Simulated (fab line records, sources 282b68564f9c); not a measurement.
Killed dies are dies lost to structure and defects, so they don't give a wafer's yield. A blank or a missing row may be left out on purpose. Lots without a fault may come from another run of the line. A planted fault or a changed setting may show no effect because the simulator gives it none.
A struck lot beside a sound one | flow rit_cmos | 15 steps out of a route of 202
Sound: wafers L440.1, L440.5, L440.6. Struck: wafers L450.2, L450.3, L450.6. The cause comes at the end.
At each step with rows: each side's tool, then ch and its chambers, then its first start. Under that, the readings that differ: sound wafers | struck wafers | difference of the means | sigmas: that difference in standard deviations of wafers without a fault.
alike: readings whose means differ by less than 2 such deviations, and words and numbers that are the same on both sides. not compared: withheld readings, readings that some wafer has no value for, bounds like >300 that may hide the same value, and numbers for which the record gives no deviation and whose values overlap.
The two part at a step that has a row with sigmas, a row that says differs or no value, or rows on one side only. Numbers that don't overlap but have no deviation are shown without sigmas and don't part them. A reading that every wafer of one side lacks parts them only if that side has two wafers or more.

RIT_SDANNEAL_RS_MEAS_07: measures by four-point-probe.
  sound on film_metro-02, day 3 06:10; struck on film_metro-02, day 5 08:23
  alike: NLDD_RS
then, 1 step without rows for these wafers: RIT_SILICIDE_WET_ETCH_00 (etches SiO2 in BOE, target depth 14 nm, time 15 s).
RIT_SILICIDE_SPUTTER_01: material Ti, target thk 30 nm, time 229.5 s.
  sound on pvd_sputter-03, day 3 06:18; struck on pvd_sputter-04, day 5 08:30
  alike: throttle_valve_pct
RIT_SILICIDE_RS_MEAS_02: measures by four-point-probe.
  sound on film_metro-04, day 3 06:27; struck on film_metro-01, day 5 08:40
  reading                 | sound          | struck         | difference | sigmas
  SILICIDE_TI_RS (ohm/sq) | 51.4 51.8 51.5 | 49.9 49.7 49.8 | -1.8       | -3
RIT_SILICIDE_THK_MEAS_03: measures by xrf.
  sound on film_metro-04, day 3 06:34; struck on film_metro-01, day 5 08:47
  reading              | sound             | struck            | difference | sigmas
  SILICIDE_TI_THK (nm) | 27.99 27.83 27.89 | 28.57 28.42 28.42 | +0.57      | +2
RIT_SILICIDE_RTA_04: time 10 s, ramp up 5 s, ramp down 5 s.
  sound on rtp_anneal-01 ch 0, day 3 06:38; struck on rtp_anneal-01 ch 0, day 5 08:50
  alike: wafer_temp_C_max
then, 1 step without rows for these wafers: RIT_SILICIDE_WET_ETCH_05 (etches Ti in SPM, time 120 s).
RIT_SILICIDE_RTA_06: time 10 s, ramp up 5 s, ramp down 10 s.
  sound on rtp_anneal-02 ch 0, day 3 06:44; struck on rtp_anneal-02 ch 0, day 5 08:57
  alike: wafer_temp_C_max
RIT_CONTACT_CVD_00: deposits SiO2 from TEOS, target thk 400 nm, time 61 s.
  sound on pecvd-03 ch 0,1, day 3 06:52; struck on pecvd-04 ch 0,1,2, day 5 09:01
  alike: heater_power_w
RIT_CONTACT_THK_MEAS_01:
  sound on film_metro-03, day 3 06:55; struck on film_metro-03, day 5 09:04
  alike: CONTACT_TEOS_THK
then, 2 steps without rows for these wafers: RIT_CONTACT_HMDS_02 (prime time 60 s); RIT_CONTACT_COAT_03 (resist thk 1000 nm).
RIT_CONTACT_SOFTBAKE_04: time 60 s.
  sound on litho_track-04 ch 0, day 3 07:17; struck on litho_track-02 ch 0, day 5 09:26
  reading          | sound             | struck            | difference | sigmas
  run_length_s (s) | 88.83 88.63 88.60 | 92.97 92.96 92.84 | +4.24      | +18
  alike: exhaust_pa
then, 1 step without rows for these wafers: RIT_CONTACT_EXPOSE_05 (exposes mask M11, target cd 1000 nm).
RIT_M1_PROBE_99:
  sound on prober-02, day 3 13:23; struck on prober-01, day 5 15:47
  alike: killed_at_contacts, killed_at_front_end, killed_dies, killed_on_rim, killed_open, killed_short

WHERE THEY PART
First at RIT_SILICIDE_RS_MEAS_02; last, within this record, at RIT_CONTACT_SOFTBAKE_04. Later steps at which nothing parts them and some readings are alike: RIT_M1_PROBE_99.

WHY: what the simulator had put in
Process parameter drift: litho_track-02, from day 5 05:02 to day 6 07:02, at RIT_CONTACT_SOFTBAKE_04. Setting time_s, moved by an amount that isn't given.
